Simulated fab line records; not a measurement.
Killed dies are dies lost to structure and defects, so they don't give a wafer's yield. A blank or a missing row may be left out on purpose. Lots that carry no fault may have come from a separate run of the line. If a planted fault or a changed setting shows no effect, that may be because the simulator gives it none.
Code-filled problem report in 8D (eight disciplines) form | flow ritCmos | the parts of the form that need people (team, actions taken, sign-off) are left out

1. WHAT IS WRONG
heaterPowerTotalW at RIT_NWELL_SOFTBAKE_02 reads a mean of 33.30 W on 6 wafers of 2 lots; wafers without a fault read 34.56 W with a standard deviation of 0.047. That is -27 standard deviations from the usual mean.
The step: time 60 s.
First seen on wafer L911.2, day 3 21:35, on lithoTrack-03. Wafers with a number at this step in the record: 42, from 14 lots. Rule for "out", or "out of limits": more than 4 standard deviations from the usual mean. The other wafers with a number count as sound.

2. WHAT THIS IS AND IS NOT
question                    | is                            | is not
which readings at this step | heaterPowerTotalW, plateTempC | chillPlateTempC
which lots                  | L911, L912                    | L901, L902, L903, L904, L906, L907, L913, L914, L916, L918, L919, L924
which wafers of those lots  | all that have a number        | -
read on which tools         | lithoTrack-03                 | lithoTrack-01, lithoTrack-02
when                        | from day 3 21:35              | up to then (18 sound wafers); but 18 sound wafers of L913, L914, L916, L918, L919, L924 came after

3. WHAT RULES OUT EACH SUSPECT
Counting: any tool at a process step up to the reading is kept as a suspect provided that every lot that is out went through it and no sound lot did after the first of them.
- lithoTrack-03 at RIT_NWELL_SOFTBAKE_02 (time 60 s): kept. Every lot that is out went through it, starting with L911 (day 3 21:35), and after that it ran no sound lot; the last sound lot it ran before then is L907 (day 3 01:40). On those wafers its own readings are out: heaterPowerTotalW, plateTempC.
Remaining after the count: lithoTrack-03 at RIT_NWELL_SOFTBAKE_02.

4. THE CAUSE (what the simulator had put in)
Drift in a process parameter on lithoTrack-03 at RIT_NWELL_SOFTBAKE_02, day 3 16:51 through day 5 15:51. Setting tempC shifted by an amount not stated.
Only this tool survived the counting.

5. THE CHAIN OF EFFECTS, in route order
Each row: a reading whose mean over the struck wafers that have a number lies more than 3 standard deviations from the usual. Readings are gone through only where the record gives a usual standard deviation; hours: the median, over the lots, of the time from a lot's start at the first step in this table giving one to that lot's start at this step; sigmas: the change measured in usual standard deviations.
hours | step                  | reading           | usual   | on struck wafers | change | sigmas
0     | RIT_NWELL_SOFTBAKE_02 | heaterPowerTotalW | 34.56 W | 33.30            | -1.27  | -27
0     | RIT_NWELL_SOFTBAKE_02 | plateTempC        | 90.01 C | 87.58            | -2.43  | -17
Its process steps:
- RIT_NWELL_SOFTBAKE_02: time 60 s.
Later steps that measure or inspect, where all struck wafers having a row at the step show a number for every such reading and not one has moved that far: RIT_NWELL_OVL_MEAS_06.

6. HOW IT WOULD HAVE BEEN CAUGHT EARLIER
In this record no reading fell out of limits until day 3 21:35, 5 hours after the fault had begun at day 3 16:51.
